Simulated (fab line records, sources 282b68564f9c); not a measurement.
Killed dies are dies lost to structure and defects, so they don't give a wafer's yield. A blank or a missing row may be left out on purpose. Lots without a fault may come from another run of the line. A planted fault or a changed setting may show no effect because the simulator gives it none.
fab line records | flow rit_cmos
record lots=13 wafers=39 last_day=8
route steps=202 shown SDANNEAL@154 M1@202
lots that met no fault: from a run of the same line without faults
start_h: hours from the record's first day to the start of the lot's first wafer shown | wait_h: hours since the lot's step before | " the same as in the row above | L1.1+2: a row that stands for several wafers | - no value, or no start given | * or withheld: withheld | < > ~ a bound
route shown NAME@n: a module of which the file shows steps, and the number in the route of the first | usual: mean/standard deviation of fault-free wafers | same: alike in all rows | chamber/n: place in a boat | sites: the reading at each site | _std_site: their standard deviation | _edge_site: outer sites' mean less inner sites' | radius_mm: how far each site lies from the wafer's centre | mask NAME#n: copy n | behind: the tool/chamber that last shaped the wafer | hold: why the lot was held/for how many hours/how that ended | device: the transistor (n, p or np) that didn't switch | end of line: the same wafers' tests at the end of the route | a step without rows: its recipe alone | killed: dies lost to structure and defects at the first sort, not the wafer's yield | map: a wafer's dies, x killed, . not, _ none there
set.NAME: the setting as run; set.NAME@STEP: as run at that earlier step | model.NAME: the simulator's own value behind a step, which no gauge read
steps of the route over a sample of lots; a table a step, a row a wafer
## steps
# step RIT_SDANNEAL_CLEAN_01
# recipe chemistry=dHF dilution=50:1 time_s=30
# columns lot.wafer tool chamber start_h wait_h
L624.2+4+6 wet_bench-02 0 62.74 0.0
L625.2+3+6 wet_bench-03 1 65.36 0.0
L626.1+3+5 wet_bench-03 0 67.96 0.0
L627.2+3+6 wet_bench-03 2 80.67 0.0
L629.1+4+5 wet_bench-04 0 84.23 0.0
L634.2+5+6 wet_bench-03 0 115.73 0.0
L636.1+2+3 wet_bench-04 1 118.81 0.0
L637.2+4+6 wet_bench-03 2 131.97 0.0
L638.4+5+6 wet_bench-04 0 145.07 0.0
L641.1+2+4 wet_bench-04 2 157.30 0.0
L642.1+3+4 wet_bench-04 2 164.33 0.0
L644.1+3+6 wet_bench-04 2 172.88 0.0
L646.1+2+5 wet_bench-04 3 176.94 0.0
# step RIT_M1_PROBE_99
# usual killed_at_contacts=0.0/0.2 killed_at_front_end=7.0/2.8 killed_dies=7.0/2.8 killed_on_rim=2.0/1.4 killed_open=3.4/1.9 killed_short=3.6/2
# same gross_dies=264 killed_at_M0_to_M3=0 killed_at_M4_up=0 killed_at_back_side=0 killed_at_other=0
# columns lot.wafer tool chamber start_h wait_h killed_at_contacts killed_at_front_end killed_dies killed_on_rim killed_open killed_short
L634.2 prober-01 - 123.41 0.1 0 46 46 11 2 5
L634.5 prober-01 - 123.56 0.2 0 45 45 7 6 2
L634.6 prober-01 - 123.61 0.2 0 46 46 12 4 4
L636.1 prober-01 - 126.81 0.1 0 10 10 1 4 6
L636.2 prober-01 - 126.86 0.1 0 5 5 2 2 3
L636.3 prober-01 - 126.91 0.2 0 8 8 2 5 3
L637.2 prober-02 - 139.65 0.1 0 4 4 1 2 2
L637.4 prober-02 - 139.75 0.2 1 13 14 2 4 10
L637.6 prober-02 - 139.85 0.2 0 9 9 1 5 4
# killed by level:class
L634.2 SDANNEAL:unspecified=39 REOX:geometric_particle:short=3 REOX:geometric_particle:open=2 GATE:geometric_particle:short=1 SILICIDE:geometric_particle:short=1
L634.5 SDANNEAL:unspecified=37 GATE:geometric_particle:open=4 REOX:geometric_particle:open=2 FOX1:geometric_particle:short=1 GATE:geometric_particle:short=1
L634.6 SDANNEAL:unspecified=38 GATE:geometric_particle:short=2 FOX1:geometric_particle:short=1 FOX1:geometric_particle:open=1 GATE:geometric_particle:open=1 REOX:geometric_particle:short=1 REOX:geometric_particle:open=1 SPACER:geometric_particle:open=1
L636.1 GATE:geometric_particle:open=3 GATE:geometric_particle:short=2 FOX1:geometric_particle:open=1 FOX2:geometric_particle:short=1 REOX:geometric_particle:short=1 SPACER:geometric_particle:short=1 SILICIDE:geometric_particle:short=1
L636.2 GATE:geometric_particle:short=3 GATE:geometric_particle:open=2
L636.3 GATE:geometric_particle:open=4 FOX2:geometric_particle:short=2 FOX1:geometric_particle:short=1 FOX1:geometric_particle:open=1
L637.2 FOX1:geometric_particle:open=1 GATE:geometric_particle:short=1 SPACER:geometric_particle:short=1 SILICIDE:geometric_particle:open=1
L637.4 GATE:geometric_particle:short=4 GATE:geometric_particle:open=2 SPACER:geometric_particle:short=2 FOX1:geometric_particle:short=1 FOX1:geometric_particle:open=1 FOX2:geometric_particle:short=1 SPACER:geometric_particle:open=1 SILICIDE:geometric_particle:short=1
L637.6 FOX1:geometric_particle:short=2 SILICIDE:geometric_particle:open=2 FOX1:geometric_particle:open=1 GATE:geometric_particle:short=1 GATE:geometric_particle:open=1 SPACER:geometric_particle:open=1 SILICIDE:geometric_particle:short=1
## key
first_sign step=RIT_M1_PROBE_99 reading=killed_at_front_end direction=up sigmas=14 usual=7.0 struck=45.7
effect step=RIT_M1_PROBE_99 reading=killed_dies direction=up sigmas=14 usual=7.0 struck=45.7
met_at RIT_SDANNEAL_CLEAN_01
struck_lots L634
struck_wafers L634.2,L634.5,L634.6
tester_left_out L634
onset_between 67.96 115.73
fault kind=chamber_particle_source tool=wet_bench-03 chamber=0 onset_h=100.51 steps=RIT_SDANNEAL_CLEAN_01 rate_per_visit_cm2=1.4826 end_h=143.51
# tester_left_out: of these lots the tester's yield and bins aren't shown, on N5 and GAA mostly nor the transistor test; their killed dies are dies lost to structure and defects alone, not to doping, threshold or leakage, so they don't give the yield
